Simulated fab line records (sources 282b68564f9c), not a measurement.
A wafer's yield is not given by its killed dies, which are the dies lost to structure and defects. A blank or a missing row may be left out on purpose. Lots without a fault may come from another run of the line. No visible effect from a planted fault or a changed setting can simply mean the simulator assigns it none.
Split-lot trial || flow rit-cmos || 23 wafers read across 5 lots, on a route 202 steps long

## THE SPLIT
At RIT_NRETRO_IMPLANT_08, the setting energy-kev was moved away from the recipe's 70 on 11 of the 23 wafers read, by -4.9% to +5.8%. This setting was run at the recipe's value on the other wafers.

The split's own step is where the reading is taken.

## THE READING
In nm, at RIT_NRETRO_IMPLANT_08: implant.drp-nm, which is the simulator's own figure and was read by no gauge. There is no usual value for it anywhere in the file.

{"wafer": "L074.2", "tool, chamber at the split": "implanter-03, 0", "energy-kev as run": 70, "against the recipe": "recipe", "implant.drp-nm, nm": 33.94, "against lot-mates on the recipe": "-"}
{"wafer": "L074.4", "tool, chamber at the split": "implanter-03, 0", "energy-kev as run": 70, "against the recipe": "recipe", "implant.drp-nm, nm": 33.94, "against lot-mates on the recipe": "-"}
{"wafer": "L074.3", "tool, chamber at the split": "implanter-03, 0", "energy-kev as run": 74.03, "against the recipe": "+5.8%", "implant.drp-nm, nm": 35.57, "against lot-mates on the recipe": "+1.63"}
{"wafer": "L074.5", "tool, chamber at the split": "implanter-03, 0", "energy-kev as run": 74.03, "against the recipe": "+5.8%", "implant.drp-nm, nm": 35.57, "against lot-mates on the recipe": "+1.63"}
{"wafer": "L074.6", "tool, chamber at the split": "implanter-03, 0", "energy-kev as run": 74.03, "against the recipe": "+5.8%", "implant.drp-nm, nm": 35.57, "against lot-mates on the recipe": "+1.63"}
{"wafer": "L078.1", "tool, chamber at the split": "implanter-02, 0", "energy-kev as run": 66.59, "against the recipe": "-4.9%", "implant.drp-nm, nm": 32.52, "against lot-mates on the recipe": -1.42}
{"wafer": "L078.3", "tool, chamber at the split": "implanter-02, 0", "energy-kev as run": 66.59, "against the recipe": "-4.9%", "implant.drp-nm, nm": 32.52, "against lot-mates on the recipe": -1.42}
{"wafer": "L078.6", "tool, chamber at the split": "implanter-02, 0", "energy-kev as run": 66.59, "against the recipe": "-4.9%", "implant.drp-nm, nm": 32.52, "against lot-mates on the recipe": -1.42}
{"wafer": "L078.2", "tool, chamber at the split": "implanter-02, 0", "energy-kev as run": 70, "against the recipe": "recipe", "implant.drp-nm, nm": 33.94, "against lot-mates on the recipe": "-"}
{"wafer": "L078.4", "tool, chamber at the split": "implanter-02, 0", "energy-kev as run": 70, "against the recipe": "recipe", "implant.drp-nm, nm": 33.94, "against lot-mates on the recipe": "-"}
{"wafer": "L082.1", "tool, chamber at the split": "implanter-01, 0", "energy-kev as run": 70, "against the recipe": "recipe", "implant.drp-nm, nm": 33.94, "against lot-mates on the recipe": "-"}
{"wafer": "L082.4", "tool, chamber at the split": "implanter-01, 0", "energy-kev as run": 70, "against the recipe": "recipe", "implant.drp-nm, nm": 33.94, "against lot-mates on the recipe": "-"}
{"wafer": "L082.5", "tool, chamber at the split": "implanter-01, 0", "energy-kev as run": 70, "against the recipe": "recipe", "implant.drp-nm, nm": 33.94, "against lot-mates on the recipe": "-"}
{"wafer": "L083.1", "tool, chamber at the split": "implanter-01, 0", "energy-kev as run": 70, "against the recipe": "recipe", "implant.drp-nm, nm": 33.94, "against lot-mates on the recipe": "-"}
{"wafer": "L083.4", "tool, chamber at the split": "implanter-01, 0", "energy-kev as run": 70, "against the recipe": "recipe", "implant.drp-nm, nm": 33.94, "against lot-mates on the recipe": "-"}
{"wafer": "L083.2", "tool, chamber at the split": "implanter-01, 0", "energy-kev as run": 73.08, "against the recipe": "+4.4%", "implant.drp-nm, nm": 35.19, "against lot-mates on the recipe": "+1.25"}
{"wafer": "L083.3", "tool, chamber at the split": "implanter-01, 0", "energy-kev as run": 73.08, "against the recipe": "+4.4%", "implant.drp-nm, nm": 35.19, "against lot-mates on the recipe": "+1.25"}
{"wafer": "L083.5", "tool, chamber at the split": "implanter-01, 0", "energy-kev as run": 73.08, "against the recipe": "+4.4%", "implant.drp-nm, nm": 35.19, "against lot-mates on the recipe": "+1.25"}
{"wafer": "L085.1", "tool, chamber at the split": "implanter-03, 0", "energy-kev as run": 66.81, "against the recipe": "-4.6%", "implant.drp-nm, nm": 32.61, "against lot-mates on the recipe": -1.33}
{"wafer": "L085.2", "tool, chamber at the split": "implanter-03, 0", "energy-kev as run": 66.81, "against the recipe": "-4.6%", "implant.drp-nm, nm": 32.61, "against lot-mates on the recipe": -1.33}
{"wafer": "L085.3", "tool, chamber at the split": "implanter-03, 0", "energy-kev as run": 70, "against the recipe": "recipe", "implant.drp-nm, nm": 33.94, "against lot-mates on the recipe": "-"}
{"wafer": "L085.4", "tool, chamber at the split": "implanter-03, 0", "energy-kev as run": 70, "against the recipe": "recipe", "implant.drp-nm, nm": 33.94, "against lot-mates on the recipe": "-"}
{"wafer": "L085.6", "tool, chamber at the split": "implanter-03, 0", "energy-kev as run": 70, "against the recipe": "recipe", "implant.drp-nm, nm": 33.94, "against lot-mates on the recipe": "-"}

THE FIT
A straight line over all 23 wafers: implant.drp-nm changes by +0.287 nm for each +1% of energy-kev; r = +1.00; the points scatter about the line by 0.011 nm.
The same after taking each lot's own level away (the mean of its wafers on the recipe; 23 wafers): +0.287 nm for each +1%; r = +1.00; scatter 0.011 nm.
That fit puts the effect of the largest move of energy-kev on the reading at 1.7 nm.
The lots' own levels span 33.940 to 33.940 nm.
Consequently the slope shifts little with the lot-to-lot level, the two slopes agreeing.
Check: for one of the wafers moved furthest among these (+5.8%), held out of the fit, the line's prediction against its lot-mates is +1.65 nm. It came out at +1.63 nm against them.

## THE OTHER SPLITS THESE WAFERS WENT THROUGH
Note: prior to the reading, these wafers also went through further splits. Each is held against what the fit with the lots' levels taken away leaves over:
{"other split on the same wafers": "RIT_ACTIVE_CVD_03 sih2cl2-flow-sccm", "wafers away from the commonest value": 18, "r with implant.drp-nm (lot level and that fit taken away)": "+0.10"}
{"other split on the same wafers": "RIT_ACTIVE_DEVELOP_10 develop-time-s", "wafers away from the commonest value": 7, "r with implant.drp-nm (lot level and that fit taken away)": "+0.11"}
{"other split on the same wafers": "RIT_ACTIVE_ETCH_13 time-s", "wafers away from the commonest value": 7, "r with implant.drp-nm (lot level and that fit taken away)": -0.03}
{"other split on the same wafers": "RIT_FOX2_CLEAN_02 time-s", "wafers away from the commonest value": 15, "r with implant.drp-nm (lot level and that fit taken away)": -0.29}
{"other split on the same wafers": "RIT_NWELL_IMPLANT_08 energy-kev", "wafers away from the commonest value": 4, "r with implant.drp-nm (lot level and that fit taken away)": -0.19}
{"other split on the same wafers": "RIT_PWELL_IMPLANT_08 dose-cm2", "wafers away from the commonest value": 11, "r with implant.drp-nm (lot level and that fit taken away)": -0.03}
{"other split on the same wafers": "RIT_NRETRO_SOFTBAKE_02 temp-c", "wafers away from the commonest value": 9, "r with implant.drp-nm (lot level and that fit taken away)": "+0.19"}

## THE WHOLE CHAIN: every reading that the file lists as answering this split, in the file's order
{"step": "RIT_NRETRO_IMPLANT_08", "what it does": "", "reading": "implant.rp-nm (the simulator's own value, which no gauge read)", "change (the file's fit)": "+0.885 nm for each +1% of the setting", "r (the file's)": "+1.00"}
{"step": "RIT_NRETRO_IMPLANT_08", "what it does": "", "reading": "implant.drp-nm (the simulator's own value, which no gauge read)", "change (the file's fit)": "+0.287 nm for each +1% of the setting", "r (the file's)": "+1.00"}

## FILE'S OWN FIT
implant.drp-nm changes by +0.287 nm for each +1% of energy-kev, r = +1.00.
